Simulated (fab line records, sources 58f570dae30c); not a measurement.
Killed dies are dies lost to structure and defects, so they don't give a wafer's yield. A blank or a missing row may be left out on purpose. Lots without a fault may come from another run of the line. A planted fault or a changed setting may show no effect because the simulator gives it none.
fab line records | flow berkeley_cmos170
record lots=12 wafers=36 last_day=11
route steps=331 shown PWELL@50 ACTIVE@63 GATE@137 PLDD@155
lots that met no fault: from a run of the same line without faults
start_h: hours from the record's first day to the start of the lot's first wafer shown | wait_h: hours since the lot's step before | " the same as in the row above | L1.1+2: a row that stands for several wafers | - no value, or no start given | * or withheld: withheld | < > ~ a bound
route shown NAME@n: a module of which the file shows steps, and the number in the route of the first | usual: mean/standard deviation of fault-free wafers | same: alike in all rows | chamber/n: place in a boat | sites: the reading at each site | _std_site: their standard deviation | _edge_site: outer sites' mean less inner sites' | radius_mm: how far each site lies from the wafer's centre | mask NAME#n: copy n | behind: the tool/chamber that last shaped the wafer | hold: why the lot was held/for how many hours/how that ended | device: the transistor (n, p or np) that didn't switch | end of line: the same wafers' tests at the end of the route | a step without rows: its recipe alone | killed: dies lost to structure and defects at the first sort, not the wafer's yield | map: a wafer's dies, x killed, . not, _ none there
set.NAME: the setting as run; set.NAME@STEP: as run at that earlier step | model.NAME: the simulator's own value behind a step, which no gauge read
steps of the route over a sample of lots; a table a step, a row a wafer
services: from which hour (start_h, from the record's first day; less than 0 if before it) a tool's chamber was out of use, for how many hours, and why
## steps
# step UCB170_PWELL_STRIP_16
# recipe chemistry=O2 power_w=400 pressure_mtorr=3500 platen_temp_c=withheld o2_flow_sccm=400 overash_fraction=0.5
# usual drypump_motor_current_A=5.5/0.49 oes_product_au=0.721/0.0045 strip_time_to_endpoint_s=18.06/0.11
# columns lot.wafer tool chamber start_h wait_h drypump_motor_current_A oes_product_au rf_hours_counter_h strip_time_to_endpoint_s
L930.2 plasma_asher-04 0 59.05 0.1 6.1 0.723 36 18.13
L930.4 " 1 " " 5.8 0.716 - 18.05
L930.6 " 0 " " 6.1 0.712 - 18.03
L932.2 plasma_asher-02 1 66.50 0.1 6.0 0.723 34 18.01
L932.3 " 1 " " 6.0 0.720 - 18.09
L932.6 " 0 " " 4.8 0.724 - 18.08
L931.1 plasma_asher-03 0 66.60 0.1 5.3 0.718 28 18.17
L931.5 " 0 " " 5.3 0.716 - 18.18
L931.6 " 1 " " 5.1 0.713 - 17.91
L933.4 plasma_asher-02 1 71.65 0.1 5.9 0.710 - 18.08
L933.5 " 0 " " 4.8 0.723 - 17.86
L933.6 " 1 " " 5.9 0.721 - 18.11
L934.1 plasma_asher-03 0 77.71 0.1 5.3 0.719 29 18.16
L934.3 " 0 " " 5.3 0.725 - 18.11
L934.5 " 1 " " 5.1 0.719 - 18.13
L935.2 plasma_asher-04 1 77.95 0.1 5.8 0.724 38 18.15
L935.3 " 0 " " 6.2 0.719 - 18.37
L935.4 " 1 " " 5.8 0.723 - 18.22
L936.2 plasma_asher-02 0 89.46 0.1 4.8 0.717 37 18.11
L936.5 " 0 " " 4.8 0.716 - 18.34
L936.6 " 1 " " 5.9 0.723 - 18.01
L945.3 plasma_asher-02 1 131.59 0.1 5.9 0.729 - 17.98
L945.5 " 1 " " 5.9 0.726 - 18.10
L945.6 " 0 " " 4.8 0.721 - 18.10
L947.2 plasma_asher-03 0 131.67 0.1 5.3 0.726 34 18.07
L947.3 " 0 " " 5.3 0.724 - 18.05
L947.5 " 0 " " 5.3 0.720 - 18.06
L951.2 plasma_asher-02 0 148.09 0.1 4.8 0.730 4 17.99
L951.5 " 0 " " 4.8 0.718 - 17.97
L951.6 " 1 " " 5.9 0.722 - 17.91
L950.1 plasma_asher-04 1 148.14 0.1 5.8 0.717 46 18.12
L950.2 " 0 " " 6.1 0.721 46 18.06
L950.5 " 1 " " 5.7 0.725 - 18.08
L952.2 plasma_asher-03 0 153.89 0.1 5.3 0.726 37 18.07
L952.3 " 1 " " 5.1 0.714 - 18.04
L952.5 " 0 " " 5.3 0.720 - 17.98
# step UCB170_ACTIVE_THK_MEAS_03
# recipe reads=SiO2_of_ACTIVE_OXIDATION_02
# usual ACTIVE_OXIDE_THK=26.7/0.47
# columns lot.wafer tool chamber start_h wait_h ACTIVE_OXIDE_THK[nm]
L930.2 film_metro-02 - 78.75 0.0 26.8
L930.4 " - " " 26.4
L930.6 " - " " 26.5
L931.1 film_metro-03 - 86.92 0.0 26.2
L931.5 " - " " 25.9
L931.6 " - " " 25.9
L932.2 film_metro-01 - 86.93 0.0 26.6
L932.3 " - " " 25.9
L932.6 " - " " 26.3
L933.4 film_metro-02 - 95.13 0.0 26.3
L933.5 " - " " 26.3
L933.6 " - " " 26.6
L934.1 film_metro-01 - 107.04 0.0 26.8
L934.3 " - " " 26.7
L934.5 " - " " 26.6
L935.2 film_metro-02 - 107.05 0.0 26.4
L935.3 " - " " 26.9
L935.4 " - " " 27.1
L936.2 film_metro-01 - 118.71 0.0 28.1
L936.5 " - " " 27.6
L936.6 " - " " 27.6
L947.2 film_metro-03 - 148.06 0.0 26.3
L947.3 " - " " 26.8
L947.5 " - " " 26.2
L945.3 film_metro-02 - 148.07 0.0 26.4
L945.5 " - " " 26.7
L945.6 " - " " 27.0
L950.1 film_metro-01 - 166.32 0.0 27.2
L950.2 " - " " 27.0
L950.5 " - " " 27.3
L951.2 film_metro-03 - 166.39 0.1 26.7
L951.5 " - " " 25.9
L951.6 " - " " 26.2
L952.2 film_metro-01 - 174.54 0.0 26.5
L952.3 " - " " 26.9
L952.5 " - " " 26.3
# step UCB170_GATE_DEVELOP_11
# recipe developer=TMAH develop_time_s=45 resist=KrF dev_temp_c=21
# usual developer_temp_C=20.99/0.1 exhaust_pa=44.9/0.9 resist_line_temp_C=22.99/0.1
# same develop_time_s=45
# columns lot.wafer tool chamber start_h wait_h developer_temp_C exhaust_pa resist_line_temp_C
L931.1 litho_track-02 0 139 - 20.94 44.8 23.15
L931.5 " 0 " " 20.90 44.5 23.06
L931.6 " 0 " " 20.88 43.4 23.00
L930.2 litho_track-03 0 139 - 21.14 45.3 23.16
L930.4 " 0 " " 21.00 45.5 23.14
L930.6 " 0 " " 21.02 45.5 23.13
L933.4 litho_track-01 0 147 - 20.97 45.4 23.04
L933.5 " 0 " " 21.19 44.5 23.02
L933.6 " 0 " " 21.08 45.4 22.93
L932.2 litho_track-01 0 147 - 21.00 44.5 22.97
L932.3 " 0 " " 21.13 45.6 22.99
L932.6 " 0 148 - 20.96 44.3 23.01
L935.2 litho_track-03 0 157 - 20.84 45.0 22.98
L935.3 " 0 " " 20.86 45.6 23.07
L935.4 " 0 " " 21.03 44.3 23.06
L934.1 litho_track-01 0 157 - 21.12 45.6 22.91
L934.3 " 0 " " 21.01 44.7 22.89
L934.5 " 0 " " 20.97 45.1 22.92
L936.2 litho_track-02 0 163 - 21.10 45.7 23.06
L936.5 " 0 " " 20.95 43.5 23.15
L936.6 " 0 " " 20.99 44.8 23.01
L947.2 litho_track-01 0 200 - 19.90 42.9 22.95
L947.3 " 0 " " 20.14 43.3 22.88
L947.5 " 0 " " 19.96 43.0 23.02
L945.3 litho_track-01 0 200 - 20.11 44.4 22.89
L945.5 " 0 " " 20.00 44.8 22.83
L945.6 " 0 " " 20.15 44.5 22.86
L950.1 litho_track-03 0 220 - 21.06 45.7 23.09
L950.2 " 0 " " 21.18 46.9 23.14
L950.5 " 0 " " 21.16 45.3 22.90
L951.2 litho_track-02 0 220 - 20.97 45.0 22.98
L951.5 " 0 " " 21.05 45.1 22.84
L951.6 " 0 " " 20.99 44.5 23.13
L952.2 litho_track-02 0 231 - 21.00 45.0 22.92
L952.3 " 0 " " 20.98 45.3 22.88
L952.5 " 0 " " 20.99 45.0 23.02
# step UCB170_PLDD_STRIP_10
# recipe chemistry=O2 power_w=400 pressure_mtorr=3500 platen_temp_c=withheld o2_flow_sccm=400 overash_fraction=0.5
# usual drypump_motor_current_A=5.7/0.44 oes_product_au=0.735/0.0049 strip_time_to_endpoint_s=21.62/0.063
# columns lot.wafer tool chamber start_h wait_h drypump_motor_current_A oes_product_au rf_hours_counter_h strip_time_to_endpoint_s
L931.1 plasma_asher-02 1 141.65 0.1 5.9 0.727 3 21.62
L931.5 " 0 " " 4.8 0.728 - 21.60
L931.6 " 1 " " 5.9 0.737 - 21.58
L930.2 plasma_asher-02 0 141.95 0.1 4.8 0.737 3 21.51
L930.4 " 0 " " 4.8 0.744 - 21.63
L930.6 " 1 " " 5.9 0.734 - 21.56
L933.4 plasma_asher-01 1 152.85 0.1 5.9 0.736 - 21.63
L933.5 " 0 " " 5.5 0.738 - 21.65
L933.6 " 1 " " 5.9 0.738 - 21.57
L932.2 plasma_asher-04 0 153.09 0.1 6.1 0.733 46 21.69
L932.3 " 0 " " 6.1 0.733 - 21.67
L932.6 " 0 " " 6.1 0.736 - 21.67
L935.2 plasma_asher-04 1 160.32 0.1 5.8 0.727 47 21.52
L935.3 " 1 " " 5.8 0.733 - 21.62
L935.4 " 0 " " 6.2 0.740 - 21.54
L934.1 plasma_asher-01 1 160.87 0.1 5.9 0.734 41 21.50
L934.3 " 0 " " 5.6 0.729 - 21.58
L934.5 " 1 " " 5.9 0.728 - 21.48
L936.2 plasma_asher-01 1 166.59 0.1 5.9 0.728 42 21.55
L936.5 " 0 " " 5.5 0.740 - 21.62
L936.6 " 1 " " 5.9 0.744 - 21.68
L947.2 plasma_asher-01 1 204.18 0.1 6.0 0.733 47 21.55
L947.3 " 1 " " 5.9 0.738 - 21.53
L947.5 " 1 " " 6.0 0.737 - 21.56
L945.3 plasma_asher-01 0 204.43 0.1 5.5 0.733 - 21.64
L945.5 " 0 " " 5.5 0.736 - 21.61
L945.6 " 1 " " 5.9 0.736 - 21.65
L950.1 plasma_asher-01 0 222.45 0.1 5.5 0.730 49 21.62
L950.2 " 1 " " 5.9 0.737 49 21.71
L950.5 " 1 " " 5.9 0.733 - 21.69
L951.2 plasma_asher-04 0 222.75 0.1 6.2 0.740 55 21.61
L951.5 " 1 " " 5.7 0.734 - 21.54
L951.6 " 0 " " 6.1 0.739 - 21.62
L952.2 plasma_asher-02 0 233.31 0.1 4.8 0.744 14 21.69
L952.3 " 0 " " 4.8 0.723 - 21.69
L952.5 " 1 " " 5.9 0.736 - 21.69
## services
# columns tool chamber start_h hours kind
plasma_asher-03 - 59.02 2.8 pm
plasma_asher-01 - 59.91 2.3 repair
plasma_asher-01 - 95.04 1.7 repair
plasma_asher-02 - 108.75 9.0 pm
plasma_asher-02 0 108.75 9.0 vent_cycle
plasma_asher-02 1 108.75 9.0 vent_cycle
plasma_asher-02 0 117.75 - clean
plasma_asher-02 1 117.75 - clean
plasma_asher-01 - 138.32 4.1 repair
plasma_asher-04 - 141.74 1.0 repair
plasma_asher-01 - 232.08 2.8 repair
## key
first_sign step=UCB170_GATE_DEVELOP_11 reading=developer_temp_C direction=down sigmas=9.3 usual=* struck=*
effect none on later readings
met_at UCB170_GATE_DEVELOP_11
struck_lots L945,L947
tester_left_out L945,L947
not_acting_at UCB170_PWELL_STRIP_16,UCB170_ACTIVE_THK_MEAS_03,UCB170_PLDD_STRIP_10
onset_between 157 200
fault kind=process_parameter_drift tool=litho_track-01 chamber=- onset_h=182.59 steps=UCB170_GATE_DEVELOP_11 channel=dev_temp_c offset=* shape=step end_h=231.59 acts_in=* stated=*
# tester_left_out: of these lots the tester's yield and bins aren't shown, on N5 and GAA mostly nor the transistor test; their killed dies are dies lost to structure and defects alone, not to doping, threshold or leakage, so they don't give the yield
